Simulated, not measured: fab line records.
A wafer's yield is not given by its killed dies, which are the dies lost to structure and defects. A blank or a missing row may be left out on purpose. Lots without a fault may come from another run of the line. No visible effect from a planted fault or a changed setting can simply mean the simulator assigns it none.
Which of the tools did it? :: flow rit_cmos :: Sampling: 7 lots, 21 wafers, 2 of 202 route steps

## WHAT EACH GAUGE READ, for each wafer
RIT_GATE_CD_MEAS_16: target cd 150 nm.
lot: L150
measured: day 2 19:17
on: cd_sem-02
cd_nm (nm): 154.5 152.9 152.9

lot: L152
measured: day 3 05:44
on: cd_sem-02
cd_nm (nm): 150.7 151.6 152.9

lot: L154
measured: day 3 13:28
on: cd_sem-02
cd_nm (nm): 148.7 151.1 149.6

lot: L164
measured: day 5 17:33
on: cd_sem-02
cd_nm (nm): 147.3 146.3 150.6

lot: L166
measured: day 6 12:29
on: cd_sem-02
cd_nm (nm): 62.7 59.8 61.4

lot: L169
measured: day 7 07:44
on: cd_sem-02
cd_nm (nm): 147.1 147.2 147.2

lot: L172
measured: day 8 10:36
on: cd_sem-01
cd_nm (nm): 152.5 153.5 155.1

## EACH LOT AND THE TOOL THAT RAN IT (in order: tool; ch and the chambers of the sampled wafers; start)
lot: L150
RIT_GATE_COAT_11: litho_track-01 ch 0, day 2 18:28

lot: L152
RIT_GATE_COAT_11: litho_track-01 ch 0, day 3 04:55

lot: L154
RIT_GATE_COAT_11: litho_track-01 ch 0, day 3 12:39

lot: L164
RIT_GATE_COAT_11: litho_track-04 ch 0, day 5 16:51

lot: L166
RIT_GATE_COAT_11: litho_track-02 ch 0, day 6 11:32

lot: L169
RIT_GATE_COAT_11: litho_track-04 ch 0, day 7 06:55

lot: L172
RIT_GATE_COAT_11: litho_track-01 ch 0, day 8 09:47
- RIT_GATE_COAT_11: resist thk 850 nm.

## THE ANSWER, worked out from the rows above alone
Rule: usual is defined by the lots themselves. Put in order of their means at a reading, lots are off if they are a third of the lots or fewer, leave a main group of 4 or more, and stand apart from it by a gap of 3 or more times the standard deviation of the main group's means; of several such gaps the widest counts. Not used: any main group whose means are identical at the precision the tables above print for the reading. A lot without any number at a reading at which 4 lots or more have one is off too. The other lots that the step has rows for count as sound.
Off: L166 (RIT_GATE_CD_MEAS_16, cd_nm). Main group: mean 150.6 nm, sd 2.5.
If a tool, at a process step before that reading, ran all the lots that are off and no sound lot after the first of them, it fits. The gauges at RIT_GATE_CD_MEAS_16 are tried like those tools. One fits: RIT_GATE_COAT_11 on litho_track-02. It ran no sound lot before its first lot that is off in this sample, so the start can't be narrowed down.

## WHAT THE SIMULATOR PUT IN
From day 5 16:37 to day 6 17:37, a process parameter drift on litho_track-02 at RIT_GATE_COAT_11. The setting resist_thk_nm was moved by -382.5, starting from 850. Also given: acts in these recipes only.
Shown lots that were struck: L166. The rule given above showed the same thing.
